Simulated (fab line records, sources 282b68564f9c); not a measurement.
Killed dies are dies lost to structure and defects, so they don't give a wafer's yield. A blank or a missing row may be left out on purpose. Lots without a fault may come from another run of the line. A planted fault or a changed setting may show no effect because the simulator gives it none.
A struck lot beside a sound one | flow rit_cmos | 18 steps out of a route of 202
Sound: wafers L865.2, L865.5, L865.6. Struck: wafers L858.2, L858.4, L858.5. The cause comes at the end.
At each step with rows: each side's tool, then ch and its chambers, then its first start. Under that, the readings that differ: sound wafers | struck wafers | difference of the means | sigmas: that difference in standard deviations of wafers without a fault.
alike: readings whose means differ by less than 2 such deviations, and words and numbers that are the same on both sides. not compared: withheld readings, readings that some wafer has no value for, bounds like >300 that may hide the same value, and numbers for which the record gives no deviation and whose values overlap.
The two part at a step that has a row with sigmas, a row that says differs or no value, or rows on one side only. Numbers that don't overlap but have no deviation are shown without sigmas and don't part them. A reading that every wafer of one side lacks parts them only if that side has two wafers or more.

RIT_M1_SPUTTER_00: material Al, target thk 400 nm, time 500 s.
  sound on pvd_sputter-02, day 6 04:13; struck on pvd_sputter-02, day 4 16:17
  alike: throttle_valve_pct
RIT_M1_RS_MEAS_01: measures by four-point-probe.
  sound on film_metro-04, day 6 04:34; struck on film_metro-03, day 4 16:35
  alike: M1_AL_RS
RIT_M1_THK_MEAS_02: measures by xrf.
  sound on film_metro-04, day 6 04:40; struck on film_metro-03, day 4 16:42
  alike: M1_AL_THK
then, 6 steps without rows for these wafers: RIT_M1_HMDS_03 (prime time 60 s); RIT_M1_COAT_04 (resist thk 1300 nm); RIT_M1_SOFTBAKE_05 (time 60 s); RIT_M1_EXPOSE_06 (exposes mask M12, target cd 2600 nm); RIT_M1_PEB_07; RIT_M1_DEVELOP_08 (develop time 68 s).
RIT_M1_CD_MEAS_09: target cd 2600 nm.
  sound on cd_sem-01, day 6 05:45; struck on cd_sem-02, day 4 17:46
  alike: cd_nm
RIT_M1_OVL_MEAS_10:
  sound on overlay-02, day 6 05:52; struck on overlay-01, day 4 17:53
  alike: M1_OVL
then, 1 step without rows for these wafers: RIT_M1_HARDBAKE_11 (time 120 s).
RIT_M1_METAL_ETCH_12: etches Al in Cl2/BCl3, stops on SiO2, time 165 s, target depth 600 nm.
  sound on rie_metal-03 ch 0,1, day 6 06:08; struck on rie_metal-01 ch 1, day 4 18:10
  no value came back on the struck wafers for any of 6 readings (bcl3_flow_sccm (sccm), chamber_pressure_mTorr (mTorr) and others); on the sound wafers bcl3_flow_sccm (sccm) reads 49.84 49.99 50.16
  reading                                  | sound             | struck            | difference | sigmas
  model.NOVOLAK_of_M1_COAT_04.thk_nm (nm)  | 797.8 794.3 800.1 | 1138 1136 1138    | +340       |
  model.SiO2_of_CONTACT_CVD_00.thk_nm (nm) | 364.8 371.6 370.8 | 394.8 402.2 398.8 | +29.5      |
  not compared: rf_hours_counter_h
then, 1 step without rows for these wafers: RIT_M1_STRIP_13 (strips in nmp, time 600 s).
RIT_M1_STRIP_14: strips in O2, time 180 s.
  sound on plasma_asher-04 ch 0,1, day 6 06:28; struck on plasma_asher-04 ch 0,1, day 4 18:31
  alike: drypump_motor_current_A
  not compared: rf_hours_counter_h
RIT_M1_CD_MEAS_90: target cd 2600 nm.
  sound on cd_sem-02, day 6 06:40; struck on cd_sem-02, day 4 18:43
  reading    | sound                | struck | difference                    | sigmas
  cd_nm (nm) | 2600.8 2599.9 2603.8 | - - -  | no value on the struck wafers |
then, 1 step without rows for these wafers: RIT_M1_ANNEAL_15 (time 1800 s).
RIT_M1_PROBE_99:
  sound on prober-01, day 6 08:43; struck on prober-02, day 4 21:38
  reading                  | sound          | struck         | difference | sigmas
  defect_limited_yield (%) | 97.3 96.6 98.5 | 0 0 0          | -97        | -81
  killed_at_M0_to_M3       | 0 0 0          | 258 257 257    | +257       | +99 or more
  killed_dies              | 7 9 4          | 264 264 264    | +257       | +83
  killed_on_rim            | 1 3 1          | 70 70 70       | +68        | +53
  sort_bin_5_function (%)  | 2.3 1.9 0.8    | 99.2 99.2 98.9 | +97.4      | +99 or more
  sort_n_pass              | 257 255 260    | 0 0 0          | -257       | -83
  sort_yield_pct (%)       | 97.3 96.6 98.5 | 0 0 0          | -97        | -81
  alike: killed_at_contacts, killed_at_front_end, killed_open, killed_short, sort_bin_3_pad_short, sort_bin_6_memory

WHERE THEY PART
First at RIT_M1_METAL_ETCH_12; last, within this record, at RIT_M1_PROBE_99.

WHY: what the simulator had put in
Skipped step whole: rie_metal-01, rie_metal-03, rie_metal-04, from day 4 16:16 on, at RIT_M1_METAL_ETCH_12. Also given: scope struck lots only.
